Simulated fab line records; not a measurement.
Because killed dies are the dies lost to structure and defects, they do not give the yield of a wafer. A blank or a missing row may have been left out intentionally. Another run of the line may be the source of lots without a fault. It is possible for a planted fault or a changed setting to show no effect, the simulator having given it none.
Which tool is to blame? || flow berkeley-cmos170 || 15 lots with 45 wafers sampled at 3 steps, on a route of 331 steps

WHAT THE GAUGES SHOWED, per wafer
UCB170_NSD_CD_MEAS_06 targets a cd of 1200 nm. Usual: 1200.4 nm for cd-nm, sd 1.6.
{"lot": "L144", "measured": "day 7 23:03", "on": "cd-sem-01", "cd-nm (nm)": "1201.0 1199.7 1200.6", "flag": ""}
{"lot": "L143", "measured": "day 7 23:16", "on": "cd-sem-02", "cd-nm (nm)": "1202.7 1202.7 1202.7", "flag": ""}
{"lot": "L148", "measured": "day 9 00:05", "on": "cd-sem-02", "cd-nm (nm)": "1200.4 1200.2 1200.0", "flag": ""}
{"lot": "L152", "measured": "day 9 17:56", "on": "cd-sem-01", "cd-nm (nm)": "1198.6 1198.8 1199.6", "flag": ""}
{"lot": "L151", "measured": "day 9 18:38", "on": "cd-sem-01", "cd-nm (nm)": "1200.7 1200.7 1199.2", "flag": ""}
{"lot": "L155", "measured": "day 9 18:50", "on": "cd-sem-02", "cd-nm (nm)": "1202.8 1201.9 1202.8", "flag": ""}
{"lot": "L154", "measured": "day 9 18:56", "on": "cd-sem-01", "cd-nm (nm)": "1198.8 1198.8 1198.5", "flag": ""}
{"lot": "L150", "measured": "day 9 19:03", "on": "cd-sem-01", "cd-nm (nm)": "1202.5 1203.8 1203.5", "flag": ""}
{"lot": "L158", "measured": "day 10 21:14", "on": "cd-sem-02", "cd-nm (nm)": "1200.5 1201.1 1200.7", "flag": ""}
{"lot": "L157", "measured": "day 10 21:32", "on": "cd-sem-01", "cd-nm (nm)": "1200.9 1201.9 1201.7", "flag": ""}
{"lot": "L162", "measured": "day 12 19:40", "on": "cd-sem-02", "cd-nm (nm)": "1198.2 1197.6 1198.2", "flag": ""}
{"lot": "L160", "measured": "day 12 19:58", "on": "cd-sem-02", "cd-nm (nm)": "1201.4 1199.4 1200.1", "flag": ""}
{"lot": "L164", "measured": "day 13 00:40", "on": "cd-sem-01", "cd-nm (nm)": "1198.4 1198.9 1200.6", "flag": ""}
{"lot": "L166", "measured": "day 13 11:38", "on": "cd-sem-01", "cd-nm (nm)": "1201.4 1200.4 1201.6", "flag": ""}
{"lot": "L165", "measured": "day 13 11:58", "on": "cd-sem-01", "cd-nm (nm)": "1200.9 1201.0 1200.0", "flag": ""}

UCB170_NSD_TW_MEAS_10. Usual: NSD_TW gives 4167 (standard deviation 39).
{"lot": "L144", "measured": "day 7 23:26", "on": "film-metro-01", "NSD_TW": "4149 4156 4159", "flag": ""}
{"lot": "L143", "measured": "day 7 23:40", "on": "film-metro-02", "NSD_TW": "4126 4140 4140", "flag": ""}
{"lot": "L148", "measured": "day 9 00:29", "on": "film-metro-01", "NSD_TW": "4172 4187 4167", "flag": ""}
{"lot": "L152", "measured": "day 9 18:19", "on": "film-metro-02", "NSD_TW": "4123 4119 4129", "flag": ""}
{"lot": "L151", "measured": "day 9 19:02", "on": "film-metro-01", "NSD_TW": "4155 4165 4171", "flag": ""}
{"lot": "L155", "measured": "day 9 19:13", "on": "film-metro-01", "NSD_TW": "4171 4168 4170", "flag": ""}
{"lot": "L154", "measured": "day 9 19:19", "on": "film-metro-02", "NSD_TW": "4138 4149 4143", "flag": ""}
{"lot": "L150", "measured": "day 9 19:27", "on": "film-metro-01", "NSD_TW": "4168 4176 4189", "flag": ""}
{"lot": "L158", "measured": "day 10 21:39", "on": "film-metro-01", "NSD_TW": "4152 4176 4134", "flag": ""}
{"lot": "L157", "measured": "day 10 21:56", "on": "film-metro-01", "NSD_TW": "4156 4132 4143", "flag": ""}
{"lot": "L162", "measured": "day 12 20:04", "on": "film-metro-02", "NSD_TW": "4112 4112 4122", "flag": ""}
{"lot": "L160", "measured": "day 12 20:21", "on": "film-metro-03", "NSD_TW": "4247 4223 4260", "flag": ""}
{"lot": "L164", "measured": "day 13 01:03", "on": "film-metro-01", "NSD_TW": "4179 4164 4158", "flag": ""}
{"lot": "L166", "measured": "day 13 12:02", "on": "film-metro-01", "NSD_TW": "4186 4181 4194", "flag": ""}
{"lot": "L165", "measured": "day 13 12:23", "on": "film-metro-01", "NSD_TW": "4188 4180 4183", "flag": ""}

TOOL THAT RAN EACH LOT (tool first, then ch and the chambers of the sampled wafers, then the start)
{"lot": "L144", "UCB170_NSD_STRIP_09": "plasma-asher-03 ch 0,1, day 7 23:20"}
{"lot": "L143", "UCB170_NSD_STRIP_09": "plasma-asher-04 ch 0,1, day 7 23:34"}
{"lot": "L148", "UCB170_NSD_STRIP_09": "plasma-asher-03 ch 0,1, day 9 00:23"}
{"lot": "L152", "UCB170_NSD_STRIP_09": "plasma-asher-03 ch 0,1, day 9 18:13"}
{"lot": "L151", "UCB170_NSD_STRIP_09": "plasma-asher-03 ch 0,1, day 9 18:55"}
{"lot": "L155", "UCB170_NSD_STRIP_09": "plasma-asher-01 ch 0,1, day 9 19:08"}
{"lot": "L154", "UCB170_NSD_STRIP_09": "plasma-asher-03 ch 0, day 9 19:13"}
{"lot": "L150", "UCB170_NSD_STRIP_09": "plasma-asher-04 ch 0,1, day 9 19:21"}
{"lot": "L158", "UCB170_NSD_STRIP_09": "plasma-asher-04 ch 0,1, day 10 21:33"}
{"lot": "L157", "UCB170_NSD_STRIP_09": "plasma-asher-04 ch 0,1, day 10 21:49"}
{"lot": "L162", "UCB170_NSD_STRIP_09": "plasma-asher-03 ch 0,1, day 12 19:58"}
{"lot": "L160", "UCB170_NSD_STRIP_09": "plasma-asher-04 ch 0,1, day 12 20:14"}
{"lot": "L164", "UCB170_NSD_STRIP_09": "plasma-asher-03 ch 0, day 13 00:56"}
{"lot": "L166", "UCB170_NSD_STRIP_09": "plasma-asher-03 ch 0,1, day 13 11:55"}
{"lot": "L165", "UCB170_NSD_STRIP_09": "plasma-asher-04 ch 0,1, day 13 12:17"}
- UCB170_NSD_STRIP_09: strips in O2.

WHAT THE TOOLS THEMSELVES READ (means of the sampled wafers that have a number; where no wafer has one, the mark that the record gives instead)
UCB170_NSD_STRIP_09. Usual: chamber-pressure-mTorr 3500 mTorr, standard deviation 3.4; drypump-motor-current-A 5.7 A, standard deviation 0.47; oes-product-au 0.534 a.u., standard deviation 0.0045; strip-time-to-endpoint-s 35.81 s, standard deviation 0.079.
{"lot": "L144", "tool": "plasma-asher-03", "chamber-pressure-mTorr (mTorr)": 3498, "drypump-motor-current-A (A)": 5.2, "oes-product-au (a.u.)": 0.531, "strip-time-to-endpoint-s (s)": 35.99, "flag": ""}
{"lot": "L143", "tool": "plasma-asher-04", "chamber-pressure-mTorr (mTorr)": 3499, "drypump-motor-current-A (A)": 5.4, "oes-product-au (a.u.)": 0.534, "strip-time-to-endpoint-s (s)": 35.78, "flag": ""}
{"lot": "L148", "tool": "plasma-asher-03", "chamber-pressure-mTorr (mTorr)": 3503, "drypump-motor-current-A (A)": 5.2, "oes-product-au (a.u.)": 0.534, "strip-time-to-endpoint-s (s)": 35.91, "flag": ""}
{"lot": "L152", "tool": "plasma-asher-03", "chamber-pressure-mTorr (mTorr)": 3501, "drypump-motor-current-A (A)": 5.5, "oes-product-au (a.u.)": 0.531, "strip-time-to-endpoint-s (s)": 35.82, "flag": ""}
{"lot": "L151", "tool": "plasma-asher-03", "chamber-pressure-mTorr (mTorr)": 3502, "drypump-motor-current-A (A)": 5.5, "oes-product-au (a.u.)": 0.533, "strip-time-to-endpoint-s (s)": 35.70, "flag": ""}
{"lot": "L155", "tool": "plasma-asher-01", "chamber-pressure-mTorr (mTorr)": 3500, "drypump-motor-current-A (A)": 6.3, "oes-product-au (a.u.)": 0.533, "strip-time-to-endpoint-s (s)": 35.84, "flag": ""}
{"lot": "L154", "tool": "plasma-asher-03", "chamber-pressure-mTorr (mTorr)": 3498, "drypump-motor-current-A (A)": 5.0, "oes-product-au (a.u.)": 0.539, "strip-time-to-endpoint-s (s)": 35.81, "flag": ""}
{"lot": "L150", "tool": "plasma-asher-04", "chamber-pressure-mTorr (mTorr)": 3503, "drypump-motor-current-A (A)": 5.4, "oes-product-au (a.u.)": 0.536, "strip-time-to-endpoint-s (s)": 35.76, "flag": ""}
{"lot": "L158", "tool": "plasma-asher-04", "chamber-pressure-mTorr (mTorr)": 3499, "drypump-motor-current-A (A)": 5.6, "oes-product-au (a.u.)": 0.535, "strip-time-to-endpoint-s (s)": 35.81, "flag": ""}
{"lot": "L157", "tool": "plasma-asher-04", "chamber-pressure-mTorr (mTorr)": 3499, "drypump-motor-current-A (A)": 5.4, "oes-product-au (a.u.)": 0.533, "strip-time-to-endpoint-s (s)": 35.76, "flag": ""}
{"lot": "L162", "tool": "plasma-asher-03", "chamber-pressure-mTorr (mTorr)": 3502, "drypump-motor-current-A (A)": 5.2, "oes-product-au (a.u.)": 0.535, "strip-time-to-endpoint-s (s)": 35.86, "flag": ""}
{"lot": "L160", "tool": "plasma-asher-04", "chamber-pressure-mTorr (mTorr)": 3501, "drypump-motor-current-A (A)": 5.5, "oes-product-au (a.u.)": 0.531, "strip-time-to-endpoint-s (s)": 35.85, "flag": ""}
{"lot": "L164", "tool": "plasma-asher-03", "chamber-pressure-mTorr (mTorr)": 3498, "drypump-motor-current-A (A)": 5.0, "oes-product-au (a.u.)": 0.539, "strip-time-to-endpoint-s (s)": 35.71, "flag": ""}
{"lot": "L166", "tool": "plasma-asher-03", "chamber-pressure-mTorr (mTorr)": 3500, "drypump-motor-current-A (A)": 5.5, "oes-product-au (a.u.)": 0.537, "strip-time-to-endpoint-s (s)": 35.93, "flag": ""}
{"lot": "L165", "tool": "plasma-asher-04", "chamber-pressure-mTorr (mTorr)": 3503, "drypump-motor-current-A (A)": 5.5, "oes-product-au (a.u.)": 0.530, "strip-time-to-endpoint-s (s)": 35.69, "flag": ""}

THE ANSWER, worked out from the rows above alone
Rule: a lot counts as off when the mean over its wafers that have a number is more than 3 standard deviations away from the usual mean. A lot without any number at a reading at which 4 lots or more have one is off too. Where the step has rows for the other lots, those lots are counted as sound. First the gauges in route order, then the tools' own readings, where a lot's mean is used as printed above. The first step at which some lot is off is used, and at that step the reading that is off furthest; a lot without a number counts as furthest.
No lot is off at any reading shown: from this, nothing can be told.

WHAT HAD BEEN PUT IN BY THE SIMULATOR
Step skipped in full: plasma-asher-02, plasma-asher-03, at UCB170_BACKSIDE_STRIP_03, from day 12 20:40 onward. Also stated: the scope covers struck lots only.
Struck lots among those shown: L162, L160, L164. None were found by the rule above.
